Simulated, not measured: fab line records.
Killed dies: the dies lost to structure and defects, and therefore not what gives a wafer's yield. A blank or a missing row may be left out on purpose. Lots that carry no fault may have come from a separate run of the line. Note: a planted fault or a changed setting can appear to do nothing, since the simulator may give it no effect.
fab line records    flow rit_cmos
[record] lots = 6  wafers = 18  last_day = 7
route steps=202 shown NLDD@160 SILICIDE@161 CONTACT@168 M1@202
lots that met no fault: taken from a fault-free run of the same line
start_h: hours from the record's first day to the start of the lot's first wafer shown    wait_h: hours since the lot's step before    " unchanged from the row above    L1.1+2: a single row standing in for several wafers    - no value present, or no start provided    * or withheld: withheld    < > ~ a bound
route shown NAME@n: a module of which the file shows steps, and the number in the route of the first    usual: mean/standard deviation taken from wafers without a fault    same: alike in all rows    chamber/n: place in a boat    sites: the reading at each site    _std_site: standard deviation across them    _edge_site: outer sites' mean less inner sites'    radius_mm: for every site, how far away it sits from the centre of the wafer    mask NAME#n: copy n    behind: tool/chamber where the wafer was last shaped    hold: why the lot went on hold/how many hours it stayed there/how the hold came to an end    device: transistor that didn't switch, given as n, p or np    end of line: tests of these same wafers at the route's end    a step without rows: its recipe alone    killed: count of dies lost to structure and defects at first sort (not the wafer's yield)    map: a wafer's dies, marking killed ones x, the rest . and places with no die _
set.NAME: the run value of the setting; set.NAME@STEP: its run value at that earlier step    model.NAME: the simulator's own value behind a step, which no gauge read
lots at some steps of the route; a table a step, a row a wafer
services: the hour from which a tool's chamber was out of use, counted from the record's first day as start_h (under 0 if before that day), plus the number of hours and why
[[steps]]
[step RIT_SDANNEAL_RS_MEAS_07]
[recipe] thk_meas_gauge = four-point-probe
[usual] NLDD_RS = 151.8/0.6
lot.wafer  tool           chamber  start_h  wait_h  NLDD_RS[ohm/sq]
L929.1     film_metro-04  -        60.61    0.1     151.2
L929.3     "              -        "        "       152.2
L929.6     "              -        "        "       151.7
L934.3     film_metro-03  -        87.62    0.1     152.3
L934.4     "              -        "        "       151.4
L934.6     "              -        "        "       152.0
L941.1     film_metro-01  -        130.51   0.1     150.6
L941.4     "              -        "        "       150.4
L941.6     "              -        "        "       150.7
L942.1     film_metro-04  -        135.25   0.1     151.1
L942.2     "              -        "        "       151.9
L942.6     "              -        "        "       151.6
L947.1     film_metro-01  -        153.54   0.1     151.9
L947.3     "              -        "        "       152.2
L947.6     "              -        "        "       151.8
L949.1     film_metro-04  -        161.28   0.1     152.5
L949.2     "              -        "        "       152.5
L949.3     "              -        "        "       152.6
[step RIT_SILICIDE_WET_ETCH_00]
[recipe] chemistry = BOE  target = SiO2  target_depth_nm = 14  time_s = 15  dry = n2_spin  dilution = 10:1  temp_c = 21.5
[step RIT_SILICIDE_SPUTTER_01]
[recipe] material = Ti  target_thk_nm = 30  power_w = 350  chamber_pressure_pa = 0.667  gas = Ar  time_s = 240  substrate_temp_c = 25
[usual] throttle_valve_pct = 29.8/1.2
lot.wafer  tool            chamber  start_h  wait_h  throttle_valve_pct
L929.1     pvd_sputter-02  -        60.74    0.0     29.7
L929.3     "               -        "        "       29.1
L929.6     "               -        "        "       29.0
L934.3     pvd_sputter-03  -        87.71    0.0     27.5
L934.4     "               -        "        "       32.6
L934.6     "               -        "        "       32.8
L941.1     pvd_sputter-02  -        130.64   0.0     30.0
L941.4     "               -        "        "       29.5
L941.6     "               -        "        "       29.1
L942.1     pvd_sputter-01  -        135.38   0.0     32.2
L942.2     "               -        "        "       29.2
L942.6     "               -        "        "       29.8
L947.1     pvd_sputter-02  -        153.67   0.0     29.7
L947.3     "               -        "        "       29.5
L947.6     "               -        "        "       30.0
L949.1     pvd_sputter-02  -        161.41   0.0     29.3
L949.2     "               -        "        "       29.7
L949.3     "               -        "        "       29.5
[step RIT_SILICIDE_RS_MEAS_02]
[recipe] thk_meas_gauge = four-point-probe  reads = Ti_of_SILICIDE_SPUTTER_01
[usual] SILICIDE_TI_RS = 47.9/0.74
lot.wafer  tool           chamber  start_h  wait_h  SILICIDE_TI_RS[ohm/sq]
L929.1     film_metro-03  -        60.89    0.1     48.7
L929.3     "              -        "        "       47.3
L929.6     "              -        "        "       47.6
L934.3     film_metro-04  -        87.90    0.1     47.7
L934.4     "              -        "        "       47.5
L934.6     "              -        "        "       47.6
L941.1     film_metro-02  -        130.83   0.1     47.4
L941.4     "              -        "        "       46.7
L941.6     "              -        "        "       46.2
L942.1     film_metro-03  -        135.53   0.1     47.0
L942.2     "              -        "        "       47.4
L942.6     "              -        "        "       47.7
L947.1     film_metro-02  -        153.82   0.1     47.4
L947.3     "              -        "        "       47.7
L947.6     "              -        "        "       47.4
L949.1     film_metro-02  -        161.56   0.1     46.8
L949.2     "              -        "        "       47.1
L949.3     "              -        "        "       47.3
[step RIT_SILICIDE_THK_MEAS_03]
[recipe] thk_meas_gauge = xrf  reads = Ti_of_SILICIDE_SPUTTER_01
[usual] SILICIDE_TI_THK = 30.0/0.37
lot.wafer  tool           chamber  start_h  wait_h  SILICIDE_TI_THK[nm]
L929.1     film_metro-03  -        61.01    0.1     29.9
L929.3     "              -        "        "       30.5
L929.6     "              -        "        "       30.4
L934.3     film_metro-04  -        88.00    0.1     30.3
L934.4     "              -        "        "       30.5
L934.6     "              -        "        "       30.1
L941.1     film_metro-02  -        130.95   0.1     30.2
L941.4     "              -        "        "       30.6
L941.6     "              -        "        "       30.8
L942.1     film_metro-03  -        135.65   0.1     30.7
L942.2     "              -        "        "       30.5
L942.6     "              -        "        "       30.3
L947.1     film_metro-02  -        153.94   0.1     30.3
L947.3     "              -        "        "       30.2
L947.6     "              -        "        "       30.3
L949.1     film_metro-02  -        161.68   0.1     30.6
L949.2     "              -        "        "       30.3
L949.3     "              -        "        "       30.4
[step RIT_SILICIDE_RTA_04]
[recipe] temp_c = 650  time_s = 10  idle_temp_c = 25  ramp_up_s = 5  ramp_down_s = 5  cool_to_c = 25  ambient = N2
[usual] anneal_temp_c_max = 653.4/0.61  wafer_temp_C_max = 653.5/0.71
lot.wafer  tool           chamber  start_h  wait_h  anneal_temp_c_max  wafer_temp_C_max
L929.1     rtp_anneal-01  0        61.07    0.1     653.0              653.5
L929.3     "              0        "        "       653.6              652.7
L929.6     "              0        "        "       652.5              653.8
L934.3     rtp_anneal-02  0        88.06    0.1     654.0              653.1
L934.4     "              0        "        "       653.2              654.5
L934.6     "              0        "        "       653.1              652.9
L941.1     rtp_anneal-01  0        131.01   0.1     652.6              653.8
L941.4     "              0        "        "       653.8              652.7
L941.6     "              0        "        "       653.6              652.9
L942.1     rtp_anneal-01  0        135.71   0.1     655.4              653.5
L942.2     "              0        "        "       653.5              653.9
L942.6     "              0        "        "       653.5              652.7
L947.1     rtp_anneal-01  0        154.00   0.1     652.7              654.4
L947.3     "              0        "        "       652.5              653.8
L947.6     "              0        "        "       652.2              653.3
L949.1     rtp_anneal-01  0        161.74   0.1     653.4              653.6
L949.2     "              0        "        "       653.7              654.0
L949.3     "              0        "        "       653.8              653.0
[step RIT_SILICIDE_WET_ETCH_05]
[recipe] chemistry = SPM  target = Ti  temp_c = 90  time_s = 120  dry = n2_spin
[step RIT_SILICIDE_RTA_06]
[recipe] temp_c = 750  time_s = 10  idle_temp_c = 25  ramp_up_s = 5  ramp_down_s = 10  cool_to_c = 25  ambient = N2
[usual] anneal_temp_c_max = 753.9/0.74  wafer_temp_C_max = 753.8/0.79
lot.wafer  tool           chamber  start_h  wait_h  anneal_temp_c_max  wafer_temp_C_max
L929.1     rtp_anneal-02  0        61.18    0.0     753.1              752.5
L929.3     "              0        "        "       753.4              752.7
L929.6     "              0        "        "       753.7              753.1
L934.3     rtp_anneal-01  0        88.17    0.0     753.0              753.7
L934.4     "              0        "        "       753.7              753.6
L934.6     "              0        "        "       755.0              753.5
L941.1     rtp_anneal-02  0        131.12   0.0     754.5              752.8
L941.4     "              0        "        "       753.5              753.6
L941.6     "              0        "        "       753.8              753.0
L942.1     rtp_anneal-01  0        135.82   0.0     754.6              752.9
L942.2     "              0        "        "       754.3              753.9
L942.6     "              0        "        "       753.5              753.1
L947.1     rtp_anneal-02  0        154.11   0.0     754.9              753.2
L947.3     "              0        "        "       754.3              752.6
L947.6     "              0        "        "       754.5              753.2
L949.1     rtp_anneal-02  0        161.85   0.0     753.5              753.1
L949.2     "              0        "        "       753.3              754.9
L949.3     "              0        "        "       752.9              752.8
[step RIT_CONTACT_CVD_00]
[recipe] material = SiO2  target_thk_nm = 400  precursor = TEOS  temp_c = 390  time_s = 61  rf_w = 400
[usual] heater_power_w = 308/63
lot.wafer  tool      chamber  start_h  wait_h  heater_power_w
L929.1     pecvd-03  1        61.24    0.1     340
L929.3     "         2        "        "       343
L929.6     "         0        "        "       234
L934.3     pecvd-02  2        88.21    0.0     424
L934.4     "         0        "        "       262
L934.6     "         2        "        "       432
L941.1     pecvd-03  2        131.19   0.1     293
L941.4     "         2        "        "       306
L941.6     "         1        "        "       354
L942.1     pecvd-04  2        135.89   0.1     369
L942.2     "         1        "        "       270
L942.6     "         1        "        "       300
L947.1     pecvd-03  0        154.17   0.1     214
L947.3     "         1        "        "       317
L947.6     "         1        "        "       330
L949.1     pecvd-02  1        161.92   0.1     255
L949.2     "         2        "        "       385
L949.3     "         0        "        "       226
[step RIT_CONTACT_THK_MEAS_01]
[recipe] reads = SiO2_of_CONTACT_CVD_00
[usual] CONTACT_TEOS_THK = 400/5.5
lot.wafer  tool           chamber  start_h  wait_h  CONTACT_TEOS_THK[nm]
L929.1     film_metro-01  -        61.29    0.0     392
L929.3     "              -        "        "       395
L929.6     "              -        "        "       398
L934.3     film_metro-01  -        88.28    0.0     387
L934.4     "              -        "        "       399
L934.6     "              -        "        "       394
L941.1     film_metro-01  -        131.24   0.0     401
L941.4     "              -        "        "       408
L941.6     "              -        "        "       412
L942.1     film_metro-01  -        135.97   0.1     396
L942.2     "              -        "        "       398
L942.6     "              -        "        "       405
L947.1     film_metro-01  -        154.22   0.0     388
L947.3     "              -        "        "       394
L947.6     "              -        "        "       399
L949.1     film_metro-01  -        161.97   0.0     396
L949.2     "              -        "        "       394
L949.3     "              -        "        "       396
[step RIT_CONTACT_HMDS_02]
[recipe] prime_time_s = 60  prime_temp_c = 140
[step RIT_CONTACT_COAT_03]
[recipe] resist = NOVOLAK  spin_rpm = 3250  resist_thk_nm = 1000
[step RIT_CONTACT_SOFTBAKE_04]
[recipe] resist = NOVOLAK  temp_c = 90  time_s = 60
[usual] heater_power_total_W = 34.56/0.048  plate_temp_C = 89.98/0.12
lot.wafer  tool            chamber  start_h  wait_h  heater_power_total_W  plate_temp_C
L929.1     litho_track-01  0        61.65    0.1     34.57                 90.06
L929.3     "               0        "        "       34.63                 90.21
L929.6     "               0        "        "       34.54                 89.93
L934.3     litho_track-03  0        88.67    0.1     34.63                 89.81
L934.4     "               0        "        "       34.57                 90.03
L934.6     "               0        "        "       34.50                 89.74
L941.1     litho_track-03  0        131.73   0.1     35.41                 91.62
L941.4     "               0        "        "       35.38                 91.43
L941.6     "               0        "        "       35.44                 91.46
L942.1     litho_track-03  0        136.33   0.1     35.52                 91.41
L942.2     "               0        "        "       35.35                 91.58
L942.6     "               0        "        "       35.48                 91.47
L947.1     litho_track-04  0        154.59   0.1     34.58                 90.03
L947.3     "               0        "        "       34.62                 90.13
L947.6     "               0        "        "       34.55                 90.11
L949.1     litho_track-04  0        162.36   0.1     34.61                 89.92
L949.2     "               0        "        "       34.57                 89.74
L949.3     "               0        "        "       34.53                 90.03
[step RIT_CONTACT_EXPOSE_05]
[recipe] mask_id = M11  na = 0.6  source_shape = conventional  sigma_outer = 0.5  target_cd_nm = 1000  dose_mj = 250
[step RIT_M1_PROBE_99]
[usual] killed_at_contacts = 0.1/0.23  killed_at_front_end = 7/3  killed_dies = 7/3.1  killed_on_rim = 1.9/1.5  killed_open = 3.3/2.1  killed_short = 3.3/2
[same] gross_dies = 264  killed_at_M0_to_M3 = 0  killed_at_M4_up = 0  killed_at_back_side = 0  killed_at_other = 0
lot.wafer  tool       chamber  start_h  wait_h  killed_at_contacts  killed_at_front_end  killed_dies  killed_on_rim  killed_open  killed_short
L929.1     prober-02  -        67.64    0.1     0                   4                    4            0              2            2
L929.3     prober-02  -        67.74    0.2     0                   5                    5            2              3            2
L929.6     prober-02  -        67.89    0.2     0                   9                    9            1              4            5
L934.3     prober-01  -        95.22    0.2     0                   4                    4            1              2            2
L934.4     prober-01  -        95.27    0.2     0                   5                    5            0              2            3
L934.6     prober-01  -        95.37    0.2     0                   7                    7            2              4            3
L941.1     prober-02  -        137.57   0.1     0                   4                    4            1              2            2
L941.4     prober-02  -        137.72   0.2     0                   8                    8            2              1            7
L941.6     prober-02  -        137.82   0.2     0                   5                    5            2              1            4
L942.1     prober-01  -        143.67   0.1     0                   6                    6            1              4            2
L942.2     prober-01  -        143.72   0.1     0                   6                    6            2              3            3
L942.6     prober-01  -        143.92   0.2     0                   1                    1            1              1            0
L947.1     prober-02  -        165.05   0.1     0                   7                    7            3              3            4
L947.3     prober-02  -        165.15   0.2     0                   5                    5            0              2            3
L947.6     prober-02  -        165.30   0.2     0                   2                    2            1              1            1
L949.1     prober-02  -        169.81   0.1     1                   11                   12           2              9            3
L949.2     prober-02  -        169.86   0.1     0                   8                    8            2              2            6
L949.3     prober-02  -        169.91   0.2     1                   12                   13           3              9            4
// killed by level:class
L929.1 GATE:geometric_particle:short=2 GATE:geometric_particle:open=1 REOX:geometric_particle:open=1
L929.3 GATE:geometric_particle:open=2 FOX1:geometric_particle:short=1 REOX:geometric_particle:open=1 REOX:geometric_particle:short=1
L929.6 GATE:geometric_particle:open=3 GATE:geometric_particle:short=2 REOX:geometric_particle:short=2 FOX1:geometric_particle:short=1 SILICIDE:geometric_particle:open=1
L934.3 ACTIVE:geometric_particle:open=1 FOX1:geometric_particle:open=1 FOX1:geometric_particle:short=1 GATE:geometric_particle:short=1
L934.4 GATE:geometric_particle:short=2 FOX2:geometric_particle:open=1 REOX:geometric_particle:short=1 SILICIDE:geometric_particle:open=1
L934.6 GATE:geometric_particle:open=3 GATE:geometric_particle:short=1 SPACER:geometric_particle:short=1 SILICIDE:geometric_particle:open=1 SILICIDE:geometric_particle:short=1
L941.1 REOX:geometric_particle:open=2 FOX1:geometric_particle:short=1 SILICIDE:geometric_particle:short=1
L941.4 SPACER:geometric_particle:short=3 FOX1:geometric_particle:short=2 FOX1:geometric_particle:open=1 GATE:geometric_particle:short=1 REOX:geometric_particle:short=1
L941.6 GATE:geometric_particle:short=2 FOX1:geometric_particle:short=1 FOX2:geometric_particle:short=1 GATE:geometric_particle:open=1
L942.1 GATE:geometric_particle:short=2 GATE:geometric_particle:open=2 REOX:geometric_particle:open=1 SPACER:geometric_particle:open=1
L942.2 GATE:geometric_particle:open=2 SILICIDE:geometric_particle:short=2 GATE:geometric_particle:short=1 REOX:geometric_particle:open=1
L942.6 GATE:geometric_particle:open=1
L947.1 REOX:geometric_particle:short=3 GATE:geometric_particle:open=2 GATE:geometric_particle:short=1 REOX:geometric_particle:open=1
L947.3 REOX:geometric_particle:short=2 FOX1:geometric_particle:open=1 FOX2:geometric_particle:open=1 GATE:geometric_particle:short=1
L947.6 GATE:geometric_particle:short=1 GATE:geometric_particle:open=1
L949.1 GATE:geometric_particle:open=7 REOX:geometric_particle:short=2 GATE:geometric_particle:short=1 REOX:geometric_particle:open=1 CONTACT:geometric_particle:open=1
L949.2 GATE:geometric_particle:short=3 SPACER:geometric_particle:open=2 FOX2:geometric_particle:short=1 REOX:geometric_particle:short=1 SPACER:geometric_particle:short=1
L949.3 REOX:geometric_particle:open=3 SILICIDE:geometric_particle:open=3 REOX:geometric_particle:short=2 SPACER:geometric_particle:open=2 GATE:geometric_particle:short=1 SPACER:geometric_particle:short=1 CONTACT:geometric_particle:open=1
[[services]]
tool            chamber  start_h  hours  kind
pvd_sputter-01  -        37.12    2.3    repair
pecvd-03        0        39.16    3.7    repair
pvd_sputter-03  -        39.20    1.2    repair
pvd_sputter-01  -        57.96    2.7    repair
pvd_sputter-01  -        59.34    0.9    repair
pecvd-04        1        67.76    16.9   repair
pecvd-04        -        76.65    2.8    pm
pvd_sputter-02  -        98.57    2.1    repair
rtp_anneal-01   -        109.23   1.1    pm
pecvd-02        -        112.92   1.3    repair
pecvd-04        0        131.66   23.4   repair
pecvd-04        1        136.29   8.5    repair
pecvd-02        -        137.32   1.8    repair
[[key]]
[first_sign] step = RIT_CONTACT_SOFTBAKE_04  reading = heater_power_total_W  direction = up  sigmas = 18  usual = 34.56  struck = 35.43
[effect] step = RIT_CONTACT_SOFTBAKE_04  reading = plate_temp_C  direction = up  sigmas = 13  usual = *  struck = *
met_at RIT_CONTACT_SOFTBAKE_04
struck_wafers L941.1,L941.4,L941.6,L942.1,L942.2,L942.6
tester_left_out L941,L942
onset_between 88.67 131.73
[fault] kind = process_parameter_drift  tool = litho_track-03  chamber = -  onset_h = 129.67  steps = RIT_CONTACT_SOFTBAKE_04  channel = temp_c  offset = *  shape = step  end_h = 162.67  acts_in = *  stated = *
// tester_left_out: of these lots the tester's yield and bins aren't shown, on N5 and GAA mostly nor the transistor test; their killed dies are dies lost to structure and defects alone, not to doping, threshold or leakage, so they don't give the yield
